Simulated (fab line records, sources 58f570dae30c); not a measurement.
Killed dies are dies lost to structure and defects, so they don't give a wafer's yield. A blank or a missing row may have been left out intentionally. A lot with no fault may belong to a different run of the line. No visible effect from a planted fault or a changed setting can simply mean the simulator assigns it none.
2 desks looking at one fault	flow berkeley cmos170	each desk holds nothing but its own numbers, with what lay behind them at the end

== AT THE METROLOGY DESK ==
What the gauges read for every lot (on any tool): the sampled wafers with a number, averaged. Any lot whose mean is over 4 standard deviations away from the usual mean is out of limits and marked OUT; that distance is given in the brackets.
Columns: A = FIELD_OXIDE_LEFT_2_THK at UCB170_FIELD_THK_MEAS_91, usual 348 nm; B = M2_AL_RS at UCB170_M2_RS_MEAS_02, usual 0.0323 ohm/sq; C = M2_AL_THK at UCB170_M2_THK_MEAS_03, usual 907 nm; D = cd nm at UCB170_M2_CD_MEAS_90, usual 701 nm
lot	first seen here	A	B	C	D
L859	day 7 14:10	347	0.0325	897	700
L860	day 7 21:06	348	0.0323	910	703
L862	day 8 06:44	361	0.0324	905	699
L864	day 8 23:48	347	0.0333	887	698
L865	day 9 00:03	355	0.0320	919	701
L866	day 9 01:32	344	0.0332	879	697
L868	day 9 19:24	341	0.0327	893	699
L867	day 9 19:28	336	0.0323	903	696
L870	day 9 19:35	355	0.0320	905	702
L877	day 10 16:48	365	0.0322	914	694
L876	day 10 17:02	342	0.0279 (-7.1) OUT	1130 (+13) OUT	701
L880	day 11 09:31	344	0.0315	927	704
L881	day 12 01:12	348	0.0327	898	705
This desk finds L876 out of limits, with the earliest case on L876 at day 12 18:20 (M2_AL_RS at UCB170_M2_RS_MEAS_02). In limits: L859, L860, L862, L864, L865, L866, L868, L867, L870, L877, L880, L881.

== AT THE TOOL OWNER'S DESK: pvd sputter-04 ==
The tool's own readings at UCB170_M2_SPUTTER_01 (material Al, target thk 900 nm, time 120 s): means of the sampled wafers that have a number, for each lot that ran on this tool. Any lot whose mean is over 4 standard deviations away from the usual mean is out of limits and marked OUT; that distance is given in the brackets.
Columns: A = throttle valve pct at UCB170_M2_SPUTTER_01, usual 30.3 %
lot	first seen here	A
L864	day 11 05:34	30.1
L866	day 11 09:52	30.2
L868	day 11 22:11	29.8
L876	day 12 18:13	30.1
Result from this desk: across the 4 lots, nothing is out of limits.

== TAKEN TOGETHER ==
At day 12 18:20 the metrology desk could have sounded an alarm, on L876.
The tool owner's desk saw nothing out of limits.
On record at the tool owner's desk: L876, within its limits.
The lots listed all ran UCB170_M2_SPUTTER_01 on pvd sputter-04.

== WHAT THE SIMULATOR HAD INSERTED ==
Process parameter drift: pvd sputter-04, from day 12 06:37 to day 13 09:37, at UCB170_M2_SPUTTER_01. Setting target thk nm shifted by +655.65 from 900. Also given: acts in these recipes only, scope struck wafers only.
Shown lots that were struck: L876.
Per desk, hours elapsed from the start of the fault to the first reading out of limits: for the metrology desk, 12.
